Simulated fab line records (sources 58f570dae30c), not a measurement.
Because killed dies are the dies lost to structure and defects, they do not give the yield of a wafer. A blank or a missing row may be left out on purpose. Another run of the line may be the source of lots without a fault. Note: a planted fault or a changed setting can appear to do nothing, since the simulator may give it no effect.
What tool caused it? | flow berkeley_cmos170 | 15 lots, 41 wafers sampled, at 4 steps of a route of 331

== WHAT EACH GAUGE READ, for each wafer ==
UCB170_V1_CD_MEAS_12: target cd 700 nm.
lot  | measured     | on        | cd_nm (nm)
L810 | day 7 04:26  | cd_sem-02 | 699.4 698.3 699.3
L811 | day 7 11:49  | cd_sem-02 | 703.1 701.8 700.8
L812 | day 7 11:43  | cd_sem-01 | 701.0 700.0 701.4
L815 | day 8 05:23  | cd_sem-01 | 699.4 700.9 700.1
L818 | day 9 01:05  | cd_sem-02 | 699.8 701.5 699.8
L820 | day 9 09:04  | cd_sem-01 | 703.1 701.0 701.4
L821 | day 9 22:35  | cd_sem-01 | 699.1 698.0 699.6
L822 | day 10 00:13 | cd_sem-01 | 700.7 699.4 701.7
L823 | day 9 22:20  | cd_sem-02 | 702.4 702.4 702.3
L824 | day 10 10:31 | cd_sem-01 | 699.5 701.4 700.1
L825 | day 10 10:23 | cd_sem-02 | 699.8 700.3 699.5
L826 | day 11 02:54 | cd_sem-01 | 702.9 702.4
L827 | day 11 03:19 | cd_sem-02 | 699.3
L828 | day 11 03:27 | cd_sem-02 | 697.8 699.8
L833 | day 12 06:20 | cd_sem-02 | 698.1 699.1 700.5

UCB170_V2_OVL_MEAS_13.
lot  | measured     | on         | V2_OVL (nm)
L810 | day 7 09:55  | overlay-01 | -13 -10 -12
L811 | day 7 18:25  | overlay-02 | -2 2 -5
L812 | day 7 18:04  | overlay-01 | 8 11 20
L815 | day 8 12:22  | overlay-01 | -3 -11 -5
L818 | day 9 07:08  | overlay-01 | 5 4 2
L820 | day 9 14:47  | overlay-01 | -3 3 0
L821 | day 10 04:22 | overlay-02 | 14 12 16
L822 | day 10 07:53 | overlay-02 | -5 -1 -5
L823 | day 10 04:01 | overlay-02 | -6 0 -9
L824 | day 10 16:22 | overlay-02 | 4 2 2
L825 | day 10 15:44 | overlay-01 | 3 4 1
L826 | day 11 08:59 | overlay-01 | 7 14
L827 | day 11 09:15 | overlay-02 | 0
L828 | day 11 09:27 | overlay-01 | 6 6
L833 | day 12 14:15 | overlay-02 | -5 -6 -11

UCB170_M3_CD_MEAS_15: target cd 700 nm.
lot  | measured     | on        | cd_nm (nm)
L810 | day 7 12:35  | cd_sem-01 | 698.3 699.4 699.5
L811 | day 7 20:53  | cd_sem-01 | 699.1 699.8 699.3
L812 | day 7 20:36  | cd_sem-02 | 701.2 699.4 700.3
L815 | day 8 15:04  | cd_sem-01 | 701.1 702.4 701.3
L818 | day 9 10:39  | cd_sem-01 | 699.2 698.2 699.1
L820 | day 9 17:54  | cd_sem-02 | 700.4 700.8 699.4
L821 | day 10 09:08 | cd_sem-02 | 699.1 699.8 699.4
L822 | day 10 12:01 | cd_sem-02 | 701.3 700.8 701.9
L823 | day 10 07:20 | cd_sem-01 | 698.1 697.9 696.7
L824 | day 10 18:59 | cd_sem-02 | 699.6 700.6 701.2
L825 | day 10 18:26 | cd_sem-01 | 699.1 699.7 699.3
L826 | day 11 12:16 | cd_sem-02 | 700.5 701.7
L827 | day 11 12:31 | cd_sem-02 | 700.3
L828 | day 11 12:41 | cd_sem-02 | 701.9 702.1
L833 | day 12 18:29 | cd_sem-01 | 699.5 700.5 699.5

== WHICH TOOL RAN EACH LOT (tool, then ch and the chambers of the sampled wafers, then the start) ==
lot  | UCB170_FIELD_WET_ETCH_04
L810 | wet_bench-01 ch 1, day 4 13:01
L811 | wet_bench-01 ch 0, day 4 17:49
L812 | wet_bench-01 ch 3, day 4 17:49
L815 | wet_bench-02 ch 2, day 5 07:35
L818 | wet_bench-01 ch 2, day 6 09:13
L820 | wet_bench-01 ch 3, day 6 20:16
L821 | wet_bench-01 ch 3, day 7 08:50
L822 | wet_bench-01 ch 0, day 7 08:50
L823 | wet_bench-01 ch 1, day 7 08:50
L824 | wet_bench-02 ch 2, day 7 18:19
L825 | wet_bench-02 ch 0, day 7 18:19
L826 | wet_bench-01 ch 3, day 8 03:58
L827 | wet_bench-01 ch 1, day 8 08:19
L828 | wet_bench-01 ch 0, day 8 17:56
L833 | wet_bench-02 ch 2, day 9 16:38
- UCB170_FIELD_WET_ETCH_04: etches SiO2 in dHF, time 60 s.

== WHAT THE TOOLS THEMSELVES READ (means of the sampled wafers that have a number; where no wafer has one, the mark that the record gives instead) ==
UCB170_FIELD_WET_ETCH_04.
lot  | tool         | temp_c (C)
L810 | wet_bench-01 | 24.96
L811 | wet_bench-01 | 24.87
L812 | wet_bench-01 | 24.92
L815 | wet_bench-02 | 24.89
L818 | wet_bench-01 | 25.11
L820 | wet_bench-01 | 24.97
L821 | wet_bench-01 | 24.90
L822 | wet_bench-01 | 25.13
L823 | wet_bench-01 | 25.19
L824 | wet_bench-02 | 25.12
L825 | wet_bench-02 | 25.03
L826 | wet_bench-01 | 24.94
L827 | wet_bench-01 | 24.99
L828 | wet_bench-01 | 24.95
L833 | wet_bench-02 | 24.95

== THE ANSWER, worked out from the rows above alone ==
Rule: the lots themselves supply what counts as usual. Put in order of their means at a reading, lots are off if they are a third of the lots or fewer, leave a main group of 4 or more, and stand apart from it by a gap of 3 or more times the standard deviation of the main group's means; of several such gaps the widest counts. The tables above print the reading to a certain number of digits; a main group whose means all agree to those digits is not used. A lot without any number at a reading at which 4 lots or more have one is off too. The other lots that the step has rows for count as sound. First the gauges in route order, then the tools' own readings, where a lot's mean is used as printed above. The first step at which some lot is off is used, and at that step the reading that is off furthest; a lot without a number counts as furthest.
Nothing can be told from this: no lot is off at any reading shown.

== WHAT HAD BEEN PUT IN BY THE SIMULATOR ==
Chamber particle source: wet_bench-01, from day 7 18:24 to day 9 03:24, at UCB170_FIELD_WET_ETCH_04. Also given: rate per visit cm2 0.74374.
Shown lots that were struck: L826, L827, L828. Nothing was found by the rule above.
